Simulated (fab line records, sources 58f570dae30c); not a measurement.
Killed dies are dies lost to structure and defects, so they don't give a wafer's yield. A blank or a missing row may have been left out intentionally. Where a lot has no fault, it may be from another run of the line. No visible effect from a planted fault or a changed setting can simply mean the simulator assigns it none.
Which tool did it? ; flow berkeley-cmos170 ; 42 wafers from 14 lots sampled at 4 of the route's 331 steps

## WHAT THE GAUGES READ, wafer by wafer
UCB170_PVT_TW_MEAS_09. Usual: for PVT_TW the level is 507 and the standard deviation is 3.9.
lot;measured;on;PVT_TW;flag
L650;day 6 23:59;film-metro-01;504 504 504;
L651;day 7 00:41;film-metro-04;511 510 511;
L653;day 7 05:40;film-metro-04;513 511 511;
L652;day 7 07:29;film-metro-04;513 511 510;
L658;day 8 15:11;film-metro-02;502 502 503;
L662;day 9 00:11;film-metro-01;501 498 501;
L659;day 9 00:28;film-metro-02;503 502 503;
L661;day 9 01:28;film-metro-04;512 513 512;
L663;day 9 16:28;film-metro-01;500 505 499;
L664;day 10 05:47;film-metro-02;504 506 506;
L668;day 10 10:40;film-metro-01;507 504 506;
L671;day 10 19:26;film-metro-04;510 508 510;
L669;day 10 19:47;film-metro-04;510 509 508;
L673;day 11 06:47;film-metro-01;505 503 505;

UCB170_PSD_OVL_MEAS_07. Usual: for PSD_OVL the level is 2 nm and the standard deviation is 6.4.
lot;measured;on;PSD_OVL (nm);flag
L650;day 8 04:17;overlay-01;4 3 2;
L651;day 8 04:47;overlay-02;-1 -1 1;
L653;day 8 04:41;overlay-01;-2 3 3;
L652;day 8 04:56;overlay-02;9 5 8;
L658;day 9 18:35;overlay-01;18 12 9;
L662;day 10 03:30;overlay-02;7 -6 3;
L659;day 10 04:41;overlay-01;-6 -10 -2;
L661;day 10 04:04;overlay-01;6 3 5;
L663;day 10 21:00;overlay-01;7 5 5;
L664;day 11 21:01;overlay-01;-9 -7 3;
L668;day 11 21:19;overlay-01;2 14 2;
L671;day 12 06:15;overlay-01;6 -1 -4;
L669;day 12 06:08;overlay-02;-17 -10 -2;
L673;day 12 23:27;overlay-01;-1 0 -7;

## WHICH TOOL RAN EACH LOT (tool, then ch and the chambers of the sampled wafers, then the start)
lot;UCB170_PFIELD_IMPLANT_07;UCB170_SPACER_CVD_00
L650;implanter-01 ch 0, day 5 01:26;pecvd-01 ch 1,2, day 7 19:45
L651;implanter-01 ch 0, day 5 01:37;pecvd-02 ch 0,1,2, day 7 21:00
L653;implanter-03 ch 0, day 5 18:14;pecvd-03 ch 0,1,2, day 7 23:06
L652;implanter-02 ch 0, day 5 18:59;pecvd-02 ch 0,2, day 7 23:28
L658;implanter-02 ch 0, day 7 02:49;pecvd-03 ch 0,2, day 9 11:44
L662;implanter-01 ch 0, day 7 09:07;pecvd-02 ch 0,2, day 9 19:17
L659;implanter-03 ch 0, day 7 09:15;pecvd-02 ch 0,2, day 9 19:49
L661;implanter-02 ch 0, day 7 09:24;pecvd-03 ch 1,2, day 9 19:38
L663;implanter-01 ch 0, day 8 03:27;pecvd-01 ch 0,1,2, day 10 13:11
L664;implanter-03 ch 0, day 8 12:16;pecvd-01 ch 0,1, day 11 03:58
L668;implanter-02 ch 0, day 8 21:09;pecvd-02 ch 1,2, day 11 04:32
L671;implanter-03 ch 0, day 9 05:16;pecvd-03 ch 0,1, day 11 21:17
L669;implanter-02 ch 0, day 9 05:35;pecvd-01 ch 0,1,2, day 11 20:41
L673;implanter-03 ch 0, day 9 15:16;pecvd-03 ch 0,2, day 12 13:39
- UCB170_PFIELD_IMPLANT_07
- UCB170_SPACER_CVD_00: deposits SiO2 from TEOS/O2, target thk 376 nm, time 47 s.

## AS READ BY THE TOOLS THEMSELVES (means over the sampled wafers that have a number; for cases with no such wafer, the mark the record gives instead)
UCB170_PFIELD_IMPLANT_07. Usual: beam-energy-keV at 80.000, with a standard deviation of 0.023.
lot;tool;beam-energy-keV;flag
L650;implanter-01;80.014;
L651;implanter-01;79.974;
L653;implanter-03;79.993;
L652;implanter-02;80.002;
L658;implanter-02;80.002;
L662;implanter-01;79.997;
L659;implanter-03;80.013;
L661;implanter-02;80.032;
L663;implanter-01;80.019;
L664;implanter-03;80.013;
L668;implanter-02;90.454;OFF
L671;implanter-03;80.000;
L669;implanter-02;90.433;OFF
L673;implanter-03;80.000;

UCB170_SPACER_CVD_00. Usual: heater-power-w at 246 W, with a standard deviation of 40.
lot;tool;heater-power-w (W);flag
L650;pecvd-01;198;
L651;pecvd-02;237;
L653;pecvd-03;238;
L652;pecvd-02;232;
L658;pecvd-03;272;
L662;pecvd-02;254;
L659;pecvd-02;280;
L661;pecvd-03;208;
L663;pecvd-01;226;
L664;pecvd-01;255;
L668;pecvd-02;284;
L671;pecvd-03;294;
L669;pecvd-01;224;
L673;pecvd-03;311;

## THE ANSWER, worked out from the rows above alone
Rule: a lot counts as off when the mean over its wafers that have a number is more than 3 standard deviations away from the usual mean. A lot without any number at a reading at which 4 lots or more have one is off too. The other lots that the step has rows for count as sound. After the gauges, taken in route order, come the tools' own readings; for these a lot's mean is taken, as printed above. At the first step where some lot is off, the reading lying furthest off is the one used; lots without a number count as furthest.
Off at UCB170_PFIELD_IMPLANT_07 (beam-energy-keV): L668, L669.
A tool fits if, at that step or a process step before it, it ran every lot that is off, and no sound lot after the first of them. One candidate fits, namely implanter-02 at UCB170_PFIELD_IMPLANT_07. A fault onset in the window from L661 (day 7 09:24, its last sound lot) to L668 (day 8 21:09, its first lot off) fits.
The tool's own readings at UCB170_PFIELD_IMPLANT_07 bear it out: on the lots that are off they differ by more than 5 times the standard deviation of the sound lots' means. beam-energy-keV reads 90.444 there against 80.005 on the sound lots.

## WHAT HAD BEEN PUT IN BY THE SIMULATOR
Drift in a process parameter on implanter-02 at UCB170_PFIELD_IMPLANT_07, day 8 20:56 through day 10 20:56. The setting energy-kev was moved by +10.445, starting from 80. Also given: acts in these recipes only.
Shown lots that were struck: L668, L669. The rule given above showed the same thing.
